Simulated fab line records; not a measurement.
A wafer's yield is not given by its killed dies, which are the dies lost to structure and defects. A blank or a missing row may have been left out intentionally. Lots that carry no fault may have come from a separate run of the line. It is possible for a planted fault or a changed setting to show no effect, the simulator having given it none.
What tool caused it?    flow rit cmos    14 lots with 42 wafers sampled at 2 steps, on a route of 202 steps

## WHAT THE GAUGES SHOWED, per wafer
RIT_SDANNEAL_RS_MEAS_04: measures by four-point-probe. Usual: for PSD_RS the level is 117.00 ohm/sq and the standard deviation is 0.29.
lot   measured     on             PSD_RS (ohm/sq)       flag
L552  day 3 19:39  film metro-02  117.10 117.18 116.72  
L553  day 3 23:30  film metro-02  116.99 116.86 117.04  
L554  day 4 07:21  film metro-01  117.20 117.64 117.51  
L556  day 4 14:05  film metro-03  116.84 117.30 117.05  
L557  day 4 19:08  film metro-02  116.61 116.76 116.93  
L559  day 5 04:37  film metro-03  116.52 117.06 117.03  
L560  day 5 09:14  film metro-02  117.01 116.79 116.73  
L561  day 5 14:19  film metro-02  117.15 116.93 117.08  
L562  day 5 19:40  film metro-01  116.92 116.96 116.85  
L563  day 6 00:40  film metro-01  116.28 116.34 116.86  
L566  day 6 14:54  film metro-03  117.27 117.43 117.20  
L570  day 7 11:19  film metro-03  118.53 118.79 118.63  OFF
L571  day 7 15:57  film metro-01  119.01 118.94 119.13  OFF
L572  day 7 21:30  film metro-03  117.04 117.00 117.20  

## TOOL THAT RAN EACH LOT (tool first, then ch and the chambers of the sampled wafers, then the start)
lot   RIT_PSD_IMPLANT_08
L552  implanter-04 ch 0, day 3 18:49
L553  implanter-01 ch 0, day 3 22:40
L554  implanter-01 ch 0, day 4 06:31
L556  implanter-03 ch 0, day 4 13:13
L557  implanter-04 ch 0, day 4 18:18
L559  implanter-04 ch 0, day 5 03:44
L560  implanter-03 ch 0, day 5 08:24
L561  implanter-03 ch 0, day 5 13:30
L562  implanter-04 ch 0, day 5 18:52
L563  implanter-01 ch 0, day 5 23:48
L566  implanter-04 ch 0, day 6 13:39
L570  implanter-04 ch 0, day 7 10:28
L571  implanter-04 ch 0, day 7 15:08
L572  implanter-01 ch 0, day 7 20:41
- RIT_PSD_IMPLANT_08

## AS READ BY THE TOOLS THEMSELVES (means over the sampled wafers that have a number; for cases with no such wafer, the mark the record gives instead)
RIT_PSD_IMPLANT_08. Usual: dose ions cm2 5e+15, standard deviation 5.3e+12; end station pressure torr 1.59e-05 Torr, standard deviation 1.5e-06.
lot   tool          dose ions cm2  end station pressure torr (Torr)  flag
L552  implanter-04  5e+15          1.64e-05                          
L553  implanter-01  5e+15          1.33e-05                          
L554  implanter-01  5e+15          1.42e-05                          
L556  implanter-03  5e+15          1.64e-05                          
L557  implanter-04  5e+15          1.77e-05                          
L559  implanter-04  5e+15          1.73e-05                          
L560  implanter-03  5e+15          1.64e-05                          
L561  implanter-03  5e+15          1.73e-05                          
L562  implanter-04  5e+15          1.69e-05                          
L563  implanter-01  5e+15          1.40e-05                          
L566  implanter-04  5e+15          1.69e-05                          
L570  implanter-04  4e+15          1.56e-05                          OFF
L571  implanter-04  4e+15          1.58e-05                          OFF
L572  implanter-01  5e+15          1.44e-05                          

## THE ANSWER, worked out from the rows above alone
Rule: take the mean of a lot's wafers that have a number; if it is more than 3 standard deviations from the usual mean, the lot is off. Also off: a lot with no number at a reading for which 4 or more lots have one. Any other lot the step has rows for is counted as sound. First the gauges in route order, then the tools' own readings, where a lot's mean is used as printed above. At the first step where some lot is off, the reading lying furthest off is the one used; lots without a number count as furthest.
Off: at RIT_SDANNEAL_RS_MEAS_04 (PSD_RS), L570, L571.
A tool fits if, at a process step before that reading, it ran every lot that is off, and no sound lot after the first of them. The gauges at RIT_SDANNEAL_RS_MEAS_04 aren't tried: what is off there is off at RIT_PSD_IMPLANT_08 too, on other tools, and a gauge's error can't cause that. One candidate fits, namely implanter-04 at RIT_PSD_IMPLANT_08. Its last sound lot is L566 (day 6 13:39), its first lot that is off L570 (day 7 10:28): a fault that began between those two fits.
The tool's own readings at RIT_PSD_IMPLANT_08 bear it out: on the lots that are off they differ by more than 5 times the standard deviation of the sound lots' means. dose ions cm2 reads 4e+15 there against 5e+15 on the sound lots.

## WHAT THE SIMULATOR HAD INSERTED
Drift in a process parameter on implanter-04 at RIT_PSD_IMPLANT_08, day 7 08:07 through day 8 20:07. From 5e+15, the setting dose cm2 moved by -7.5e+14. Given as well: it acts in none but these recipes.
Lots struck among those shown: L570, L571. The rule above reached the same finding.
